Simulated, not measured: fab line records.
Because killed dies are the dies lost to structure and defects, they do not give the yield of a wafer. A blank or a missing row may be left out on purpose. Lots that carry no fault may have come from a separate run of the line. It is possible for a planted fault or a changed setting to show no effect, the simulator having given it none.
fab line records | flow rit_cmos
record: lots: 14 wafers: 42 last_day: 7
route steps=202 shown M1@196
lots with no fault: from the same line, run without faults
start_h: hours from the record's opening day to when the first of the lot's shown wafers began | wait_h: hours from the lot's prior step to this one | " the same as in the row above | L1.1+2: a row that stands for several wafers | - no value, or no start was given | * or withheld: withheld | < > ~ a bound
route shown NAME@n: a module of which the file shows steps, and the number in the route of the first | usual: mean/standard deviation of fault-free wafers | same: alike in all rows | chamber/n: place in a boat | sites: the reading at each site | _std_site: standard deviation of those values | _edge_site: outer sites' mean less inner sites' | radius_mm: for every site, how far away it sits from the centre of the wafer | mask NAME#n: copy n | behind: the last tool/chamber to shape the wafer | hold: what put the lot on hold/how long, in hours/how the hold closed | device: transistor that didn't switch, given as n, p or np | end of line: tests run on the same wafers once the route is complete | step lacking rows: just its recipe | killed: the dies lost at the first sort to structure and to defects; this is not the yield of the wafer | map: dies across one wafer; x = killed, . = not, _ = none there
set.NAME: the setting as run; set.NAME@STEP: as run at that earlier step | model.NAME: the simulator's own value behind a step, which no gauge read
one table for each step of the route and one row for each wafer, over a sample of lots
services: a tool's chamber out of use, with start hour (start_h, from the record's first day; less than 0 if before it), hours out, and reason
== steps ==
step: RIT_M1_METAL_ETCH_12
recipe: stop_on: SiO2 chemistry: Cl2/BCl3 target: Al time_s: 165 over_etch_frac: 0.5 pressure_mtorr: 100 target_depth_a: 6000 rf_w: 250 Cl2_flow_sccm: 60 bcl3_flow_sccm: 50
usual: drypump_motor_current_A: 5.9/0.35 oes_product_au: 0.778/0.0075 run_length_s: 192.93/0.3 throttle_valve_pct: 8.33/0.1
columns lot.wafer tool chamber start_h wait_h drypump_motor_current_A oes_product_au rf_hours_counter_h run_length_s throttle_valve_pct
L119.3 rie_metal-02 0 54.02 0.2 5.7 0.777 - 192.55 8.49
L119.4 " 1 " " 6.0 0.781 - 193.09 8.28
L119.6 " 1 " " 6.1 0.786 - 192.83 8.29
L120.4 rie_metal-04 0 60.27 0.1 5.2 0.772 - 193.04 8.32
L120.5 " 1 " " 6.3 0.777 - 192.93 8.37
L120.6 " 0 " " 5.2 0.769 - 193.40 8.35
L122.3 rie_metal-02 0 70.84 0.2 5.7 0.782 - 192.55 8.50
L122.4 " 1 " " 6.0 0.780 - 193.02 8.30
L122.5 " 0 " " 5.7 0.778 - 193.06 8.49
L123.1 rie_metal-04 0 74.96 0.2 5.2 0.767 4 193.67 8.34
L123.4 " 1 " " 6.2 0.784 - 192.89 8.38
L123.6 " 1 " " 6.2 0.781 - 193.09 8.35
L124.2 rie_metal-03 1 78.96 0.2 6.3 0.774 32 193.31 8.22
L124.4 " 1 " " 6.3 0.767 - 192.75 8.22
L124.5 " 0 " " 5.7 0.767 - 192.77 8.21
L129.2 rie_metal-04 0 104.38 0.2 5.2 0.997 4 127.34 8.29
L129.5 " 0 " " 5.2 0.994 - 127.34 8.30
L129.6 " 1 " " 6.2 0.781 - 193.18 8.37
L132.2 rie_metal-04 1 119.61 0.2 6.2 0.790 5 192.94 8.36
L132.3 " 0 " " 5.2 0.991 - 127.35 8.29
L132.6 " 0 " " 5.2 0.988 - 127.28 8.31
L134.2 rie_metal-02 1 130.12 0.2 6.0 0.782 3 192.79 8.31
L134.4 " 1 " " 6.1 0.796 - 192.61 8.29
L134.6 " 1 " " 6.1 0.784 - 192.96 8.30
L135.3 rie_metal-03 1 134.94 0.2 6.3 0.777 - 192.88 8.22
L135.4 " 0 " " 5.7 0.780 - 192.57 8.19
L135.6 " 1 " " 6.3 0.780 - 192.82 8.23
L136.2 rie_metal-02 0 139.34 0.2 5.7 0.780 3 192.46 8.50
L136.5 " 1 " " 6.0 0.789 - 192.66 8.29
L136.6 " 0 " " 5.7 0.782 - 192.67 8.52
L137.3 rie_metal-02 1 144.88 0.2 6.0 0.782 - 192.67 8.29
L137.5 " 1 " " 6.0 0.789 - 193.02 8.30
L137.6 " 0 " " 5.7 0.792 - 192.85 8.52
L139.2 rie_metal-02 0 155.13 0.2 5.7 0.788 4 192.85 8.49
L139.3 " 0 " " 5.7 0.783 - 192.68 8.50
L139.5 " 0 " " 5.7 0.771 - 192.86 8.50
L140.2 rie_metal-03 1 159.29 0.2 6.3 0.763 0 192.96 8.21
L140.3 " 0 " " 5.7 0.777 - 192.83 8.18
L140.6 " 1 " " 6.3 0.770 - 192.91 8.22
L142.1 rie_metal-02 1 168.67 0.2 6.0 0.784 4 192.63 8.28
L142.2 " 0 " " 5.7 0.783 4 192.55 8.51
L142.3 " 0 " " 5.7 0.780 - 192.51 8.51
step: RIT_M1_CD_MEAS_90
recipe: target_cd_nm: 2600
usual: cd_nm: 2599.8/2.4
columns lot.wafer tool chamber start_h wait_h cd_nm
L119.3 cd_sem-01 - 54.51 0.1 2599.3
L119.4 " - " " 2604.0
L119.6 " - " " 2603.7
L120.4 cd_sem-02 - 60.82 0.1 2597.2
L120.5 " - " " 2595.7
L120.6 " - " " 2597.4
L122.3 cd_sem-02 - 71.34 0.1 2596.4
L122.4 " - " " 2601.9
L122.5 " - " " 2600.4
L123.1 cd_sem-01 - 75.49 0.1 2601.3
L123.4 " - " " 2600.9
L123.6 " - " " 2599.9
L124.2 cd_sem-02 - 79.49 0.1 2603.4
L124.4 " - " " 2600.8
L124.5 " - " " 2600.5
L129.2 cd_sem-02 - 104.93 0.1 2607.6
L129.5 " - " " 2608.5
L129.6 " - " " 2598.0
L132.2 cd_sem-02 - 120.14 0.1 2596.2
L132.3 " - " " 2609.3
L132.6 " - " " 2607.5
L134.2 cd_sem-01 - 130.65 0.1 2599.9
L134.4 " - " " 2598.2
L134.6 " - " " 2600.3
L135.3 cd_sem-01 - 135.44 0.1 2601.5
L135.4 " - " " 2598.0
L135.6 " - " " 2599.9
L136.2 cd_sem-01 - 139.87 0.1 2599.0
L136.5 " - " " 2599.0
L136.6 " - " " 2597.3
L137.3 cd_sem-02 - 145.37 0.1 2604.2
L137.5 " - " " 2602.6
L137.6 " - " " 2600.4
L139.2 cd_sem-02 - 155.68 0.1 2598.1
L139.3 " - " " 2596.8
L139.5 " - " " 2600.5
L140.2 cd_sem-01 - 159.84 0.1 2598.6
L140.3 " - " " 2600.4
L140.6 " - " " 2597.9
L142.1 cd_sem-01 - 169.22 0.1 2606.0
L142.2 " - " " 2603.1
L142.3 " - " " 2600.5
step: RIT_M1_PROBE_99
usual: defect_limited_yield: 97.3/1.3 killed_at_M0_to_M3: 0.0/0.14 killed_at_contacts: 0.1/0.36 killed_at_front_end: 7/3.4 killed_dies: 7/3.4 killed_on_rim: 2.0/1.5 killed_open: 3.3/2 killed_short: 3.8/2.4 sort_bin_3_pad_short: 0.1/0.24 sort_bin_5_function: 1.5/0.86 sort_bin_6_memory: 1.0/0.74 sort_n_pass: 257/3.4 sort_yield_pct: 97.3/1.3
same: gross_dies: 264 killed_at_M4_up: 0 killed_at_back_side: 0 killed_at_other: 0
columns lot.wafer tool chamber start_h wait_h hold defect_limited_yield[%] killed_at_M0_to_M3 killed_at_contacts killed_at_front_end killed_dies killed_on_rim killed_open killed_short sort_bin_3_pad_short[%] sort_bin_5_function[%] sort_bin_6_memory[%] sort_n_pass sort_yield_pct[%]
L119.3 prober-02 - 56.31 0.2 - 96.6 0 2 7 9 4 4 5 0.4 1.9 1.1 255 96.6
L119.4 prober-02 - 56.36 0.2 - 96.6 0 0 9 9 4 5 4 0 2.3 1.1 255 96.6
L119.6 prober-02 - 56.46 0.2 - 99.2 0 0 2 2 1 2 0 0 0.4 0.4 262 99.2
L120.4 prober-01 - 62.65 0.2 - 97.3 0 0 7 7 3 2 5 0.4 1.5 0.8 257 97.3
L120.5 prober-01 - 62.70 0.2 - 97.3 0 0 7 7 2 5 2 0.4 1.1 1.1 257 97.3
L120.6 prober-01 - 62.75 0.2 - 97.7 0 0 6 6 2 3 3 0 1.1 1.1 258 97.7
L122.3 prober-01 - 73.14 0.2 - 96.2 0 1 9 10 1 2 8 0 1.9 1.9 254 96.2
L122.4 prober-01 - 73.19 0.2 - 98.5 0 1 3 4 0 2 1 0 1.5 0 260 98.5
L122.5 prober-01 - 73.24 0.2 - 98.5 0 0 4 4 0 1 3 0 1.5 0 260 98.5
L123.1 prober-02 - 77.23 0.1 - 99.2 0 0 2 2 1 2 0 0 0.8 0 262 99.2
L123.4 prober-02 - 77.38 0.2 - 97.3 0 0 7 7 2 0 7 0 1.9 0.8 257 97.3
L123.6 prober-02 - 77.48 0.2 - 97.3 0 1 6 7 4 5 2 0 1.1 1.5 257 97.3
L124.2 prober-01 - 81.26 0.1 - 97.0 0 0 8 8 2 4 2 0.4 2.3 0.4 256 97.0
L124.4 prober-01 - 81.36 0.2 - 94.3 0 0 15 15 5 7 7 0 3.8 1.9 249 94.3
L124.5 prober-01 - 81.41 0.2 - 97.0 1 0 7 8 2 4 4 0 2.7 0.4 256 97.0
L129.2 prober-02 - 106.70 0.1 await_dispo/3.0h/release 0 255 0 9 264 70 3 6 0.8 98.5 0.8 0 0
L129.5 prober-02 - 106.85 0.2 await_dispo/3.0h/release 0 254 0 10 264 70 3 7 0 97.7 2.3 0 0
L129.6 prober-02 - 106.90 0.2 await_dispo/3.0h/release 97.3 0 0 7 7 1 3 4 0.4 0.8 1.5 257 97.3
L132.2 prober-01 - 121.91 0.1 await_dispo/2.3h/release 95.8 0 0 11 11 4 6 5 0.4 3.0 0.8 253 95.8
L132.3 prober-01 - 121.96 0.2 await_dispo/2.3h/release 0 260 0 4 264 70 1 3 0 99.2 0.8 0 0
L132.6 prober-01 - 122.11 0.2 await_dispo/2.3h/release 0 250 0 14 264 70 7 7 0 97.7 2.3 0 0
L134.2 prober-01 - 132.42 0.1 - 98.1 0 0 5 5 2 2 3 0 1.1 0.8 259 98.1
L134.4 prober-01 - 132.52 0.2 - 97.7 0 0 6 6 3 2 4 0.4 1.1 0.8 258 97.7
L134.6 prober-01 - 132.62 0.2 - 95.5 0 0 12 12 1 8 4 0 1.9 2.7 252 95.5
L135.3 prober-02 - 137.24 0.2 - 96.6 0 0 9 9 0 7 2 0 1.1 2.3 255 96.6
L135.4 prober-02 - 137.29 0.2 - 98.1 0 0 5 5 1 3 2 0 1.1 0.8 259 98.1
L135.6 prober-02 - 137.39 0.2 - 93.6 0 0 17 17 5 3 14 1.5 2.3 2.7 247 93.6
L136.2 prober-01 - 141.64 0.1 - 97.7 0 0 6 6 2 4 2 0 1.1 1.1 258 97.7
L136.5 prober-01 - 141.79 0.2 - 99.6 0 0 1 1 0 1 0 0 0.4 0 263 99.6
L136.6 prober-01 - 141.84 0.2 - 98.1 0 0 5 5 1 1 4 0.4 0.8 0.8 259 98.1
L137.3 prober-02 - 147.17 0.2 - 99.2 0 0 2 2 1 2 0 0 0.8 0 262 99.2
L137.5 prober-02 - 147.27 0.2 - 95.5 0 0 12 12 4 7 5 0 2.3 2.3 252 95.5
L137.6 prober-02 - 147.32 0.2 - 97.0 0 0 8 8 4 4 3 0.8 0.8 1.5 256 97.0
L139.2 prober-02 - 158.49 0.1 - 95.5 0 0 12 12 4 5 7 0 2.3 2.3 252 95.5
L139.3 prober-02 - 158.54 0.2 - 97.7 0 0 6 6 2 1 5 0.4 1.1 0.8 258 97.7
L139.5 prober-02 - 158.64 0.2 - 95.8 0 0 11 11 3 6 5 0 2.3 1.9 253 95.8
L140.2 prober-01 - 161.61 0.1 - 93.9 0 0 16 16 5 6 9 0 3.8 2.3 248 93.9
L140.3 prober-01 - 161.66 0.2 - 99.2 0 0 2 2 0 1 1 0 0.4 0.4 262 99.2
L140.6 prober-01 - 161.81 0.2 - 97.3 0 0 7 7 1 4 3 0 1.1 1.5 257 97.3
L142.1 prober-01 - 170.96 0.1 - 96.6 0 0 9 9 4 5 4 0.4 1.9 1.1 255 96.6
L142.2 prober-01 - 171.01 0.1 - 99.2 0 0 2 2 1 2 0 0 0.4 0.4 262 99.2
L142.3 prober-01 - 171.06 0.2 - 97.7 0 0 6 6 1 1 5 0 0.4 1.9 258 97.7
killed by level:class
L119.3 SILICIDE:geometric_particle:short=2 CONTACT:geometric_particle:open=2 FOX1:geometric_particle:short=1 FOX2:geometric_particle:short=1 GATE:geometric_particle:open=1 REOX:geometric_particle:short=1 SILICIDE:geometric_particle:open=1
L119.4 GATE:geometric_particle:open=3 GATE:geometric_particle:short=2 FOX1:geometric_particle:open=1 FOX1:geometric_particle:short=1 REOX:geometric_particle:open=1 SILICIDE:geometric_particle:short=1
L119.6 REOX:geometric_particle:open=1 SILICIDE:geometric_particle:open=1
L120.4 GATE:geometric_particle:short=2 SILICIDE:geometric_particle:short=2 FOX1:geometric_particle:short=1 GATE:geometric_particle:open=1 SILICIDE:geometric_particle:open=1
L120.5 SILICIDE:geometric_particle:open=3 GATE:geometric_particle:open=1 SPACER:geometric_particle:short=1 SPACER:geometric_particle:open=1 SILICIDE:geometric_particle:short=1
L120.6 SILICIDE:geometric_particle:open=2 FOX1:geometric_particle:short=1 FOX2:geometric_particle:short=1 REOX:geometric_particle:open=1 SILICIDE:geometric_particle:short=1
L122.3 FOX1:geometric_particle:short=2 FOX2:geometric_particle:short=2 SPACER:geometric_particle:short=2 FOX1:geometric_particle:open=1 GATE:geometric_particle:short=1 SPACER:geometric_particle:open=1 CONTACT:geometric_particle:short=1
L122.4 FOX1:geometric_particle:open=1 SILICIDE:geometric_particle:open=1 CONTACT:geometric_particle:short=1 NWELL:coat_microbubble_printed=1
L122.5 FOX1:geometric_particle:short=1 GATE:geometric_particle:open=1 REOX:geometric_particle:short=1 SPACER:geometric_particle:short=1
L123.1 REOX:geometric_particle:open=1 SILICIDE:geometric_particle:open=1
L123.4 GATE:geometric_particle:short=3 FOX1:geometric_particle:short=1 REOX:geometric_particle:short=1 SPACER:geometric_particle:short=1 SILICIDE:geometric_particle:short=1
L123.6 FOX1:geometric_particle:open=2 GATE:geometric_particle:open=2 REOX:geometric_particle:short=1 SPACER:geometric_particle:short=1 CONTACT:geometric_particle:open=1
L124.2 GATE:geometric_particle:short=2 GATE:geometric_particle:open=2 NSD:coat_microbubble_printed=2 FOX2:geometric_particle:open=1 SPACER:geometric_particle:open=1
L124.4 GATE:geometric_particle:open=5 GATE:geometric_particle:short=5 FOX1:geometric_particle:short=1 FOX1:geometric_particle:open=1 REOX:geometric_particle:short=1 SPACER:geometric_particle:open=1 NSD:coat_microbubble_printed=1
L124.5 GATE:geometric_particle:open=2 GATE:geometric_particle:short=2 REOX:geometric_particle:open=2 REOX:geometric_particle:short=1 M1:geometric_particle:short=1
L129.2 M1:area_etch=255 GATE:geometric_particle:short=3 FOX1:geometric_particle:open=1 GATE:geometric_particle:open=1 REOX:geometric_particle:short=1 SPACER:geometric_particle:short=1 SILICIDE:geometric_particle:short=1 SILICIDE:geometric_particle:open=1
L129.5 M1:area_etch=254 GATE:geometric_particle:short=4 GATE:geometric_particle:open=2 SILICIDE:geometric_particle:short=2 FOX1:geometric_particle:short=1 FOX2:geometric_particle:open=1
L129.6 REOX:geometric_particle:short=3 FOX1:geometric_particle:open=1 FOX2:geometric_particle:short=1 GATE:geometric_particle:open=1 REOX:geometric_particle:open=1
L132.2 GATE:geometric_particle:short=3 GATE:geometric_particle:open=3 SPACER:geometric_particle:short=2 FOX1:geometric_particle:open=1 FOX2:geometric_particle:open=1 SPACER:geometric_particle:open=1
L132.3 M1:area_etch=260 GATE:geometric_particle:short=2 GATE:geometric_particle:open=1 SILICIDE:geometric_particle:short=1
L132.6 M1:area_etch=250 SPACER:geometric_particle:short=4 GATE:geometric_particle:open=3 REOX:geometric_particle:open=2 SPACER:geometric_particle:open=2 GATE:geometric_particle:short=1 REOX:geometric_particle:short=1 SILICIDE:geometric_particle:short=1
L134.2 REOX:geometric_particle:short=2 SILICIDE:geometric_particle:open=2 SILICIDE:geometric_particle:short=1
L134.4 GATE:geometric_particle:short=3 GATE:geometric_particle:open=1 REOX:geometric_particle:open=1 SPACER:geometric_particle:short=1
L134.6 GATE:geometric_particle:open=4 FOX1:geometric_particle:short=3 FOX1:geometric_particle:open=1 FOX2:geometric_particle:open=1 GATE:geometric_particle:short=1 REOX:geometric_particle:open=1 SPACER:geometric_particle:open=1
L135.3 GATE:geometric_particle:open=4 REOX:geometric_particle:open=2 GATE:geometric_particle:short=1 REOX:geometric_particle:short=1 SILICIDE:geometric_particle:open=1
L135.4 FOX1:geometric_particle:short=2 SPACER:geometric_particle:open=2 FOX1:geometric_particle:open=1
L135.6 GATE:geometric_particle:short=5 REOX:geometric_particle:short=5 FOX1:geometric_particle:short=2 SPACER:geometric_particle:short=2 GATE:geometric_particle:open=1 SPACER:geometric_particle:open=1 SILICIDE:geometric_particle:open=1
L136.2 GATE:geometric_particle:open=2 FOX1:geometric_particle:open=1 GATE:geometric_particle:short=1 SILICIDE:geometric_particle:short=1 SILICIDE:geometric_particle:open=1
L136.5 FOX1:geometric_particle:open=1
L136.6 SILICIDE:geometric_particle:short=2 FOX1:geometric_particle:short=1 GATE:geometric_particle:short=1 REOX:geometric_particle:open=1
L137.3 REOX:geometric_particle:open=1 SILICIDE:geometric_particle:open=1
L137.5 GATE:geometric_particle:short=3 FOX1:geometric_particle:open=2 GATE:geometric_particle:open=2 REOX:geometric_particle:open=2 FOX1:geometric_particle:short=1 SPACER:geometric_particle:short=1 SPACER:geometric_particle:open=1
L137.6 FOX1:geometric_particle:open=2 GATE:geometric_particle:open=2 FOX1:geometric_particle:short=1 GATE:geometric_particle:short=1 REOX:geometric_particle:short=1 NSD:coat_microbubble_printed=1
L139.2 FOX1:geometric_particle:short=4 SILICIDE:geometric_particle:open=2 FOX1:geometric_particle:open=1 FOX2:geometric_particle:open=1 FOX2:geometric_particle:short=1 GATE:geometric_particle:short=1 SPACER:geometric_particle:short=1 SPACER:geometric_particle:open=1
L139.3 FOX1:geometric_particle:short=2 GATE:geometric_particle:short=2 FOX1:geometric_particle:open=1 SPACER:geometric_particle:short=1
L139.5 GATE:geometric_particle:short=3 GATE:geometric_particle:open=2 SPACER:geometric_particle:open=2 FOX1:geometric_particle:short=1 FOX1:geometric_particle:open=1 SPACER:geometric_particle:short=1 SILICIDE:geometric_particle:open=1
L140.2 GATE:geometric_particle:short=5 SPACER:geometric_particle:short=3 GATE:geometric_particle:open=2 SILICIDE:geometric_particle:open=2 ACTIVE:geometric_particle:open=1 FOX2:geometric_particle:open=1 FOX2:geometric_particle:short=1 GATE:coat_microbubble_printed=1
L140.3 FOX1:geometric_particle:short=1 SILICIDE:geometric_particle:open=1
L140.6 GATE:geometric_particle:short=2 FOX1:geometric_particle:short=1 FOX2:geometric_particle:open=1 GATE:geometric_particle:open=1 REOX:geometric_particle:open=1 SPACER:geometric_particle:open=1
L142.1 FOX2:geometric_particle:open=2 SILICIDE:geometric_particle:open=2 FOX1:geometric_particle:short=1 FOX2:geometric_particle:short=1 GATE:geometric_particle:short=1 SPACER:geometric_particle:open=1 SPACER:geometric_particle:short=1
L142.2 FOX2:geometric_particle:open=1 REOX:geometric_particle:open=1
L142.3 SPACER:geometric_particle:short=3 GATE:geometric_particle:short=1 SILICIDE:geometric_particle:short=1 SILICIDE:geometric_particle:open=1
== services ==
columns tool chamber start_h hours kind
rie_metal-03 0 35.50 9.1 repair
rie_metal-04 - 132.13 15.6 pm
rie_metal-03 - 136.12 20.0 pm
rie_metal-03 0 136.12 20.0 vent_cycle
rie_metal-03 1 136.12 20.0 vent_cycle
rie_metal-03 0 144.06 9.5 repair
rie_metal-03 0 156.12 - clean
rie_metal-03 1 156.12 - clean
== key ==
first_sign: step: RIT_M1_METAL_ETCH_12 reading: run_length_s direction: down sigmas: 99+ usual: * struck: *
effect: step: RIT_M1_METAL_ETCH_12 reading: oes_product_au direction: up sigmas: 28 usual: 0.778 struck: 0.993
effect: step: RIT_M1_CD_MEAS_90 reading: cd_nm direction: up sigmas: 3.5 usual: 2599.8 struck: 2608.2
effect: step: RIT_M1_PROBE_99 reading: killed_at_M0_to_M3 direction: up sigmas: 99+ usual: 0.0 struck: 254.8
more_kills_born_at: RIT_M1_METAL_ETCH_12@rie_metal-04: 1019
met_at RIT_M1_METAL_ETCH_12
struck_lots L129,L132
struck_wafers L129.2,L129.5,L132.3,L132.6
later_rows_left_out L129.2,L129.5,L132.3,L132.6
onset_between 74.96 104.38
fault: kind: process_parameter_drift tool: rie_metal-04 chamber: 0 onset_h: 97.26 steps: RIT_M1_METAL_ETCH_12 channel: time_s offset: * shape: step end_h: 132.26 stated: *
later_rows_left_out: the simulator's readings of these wafers behind a module that went badly wrong aren't trusted and aren't shown, but for the sort
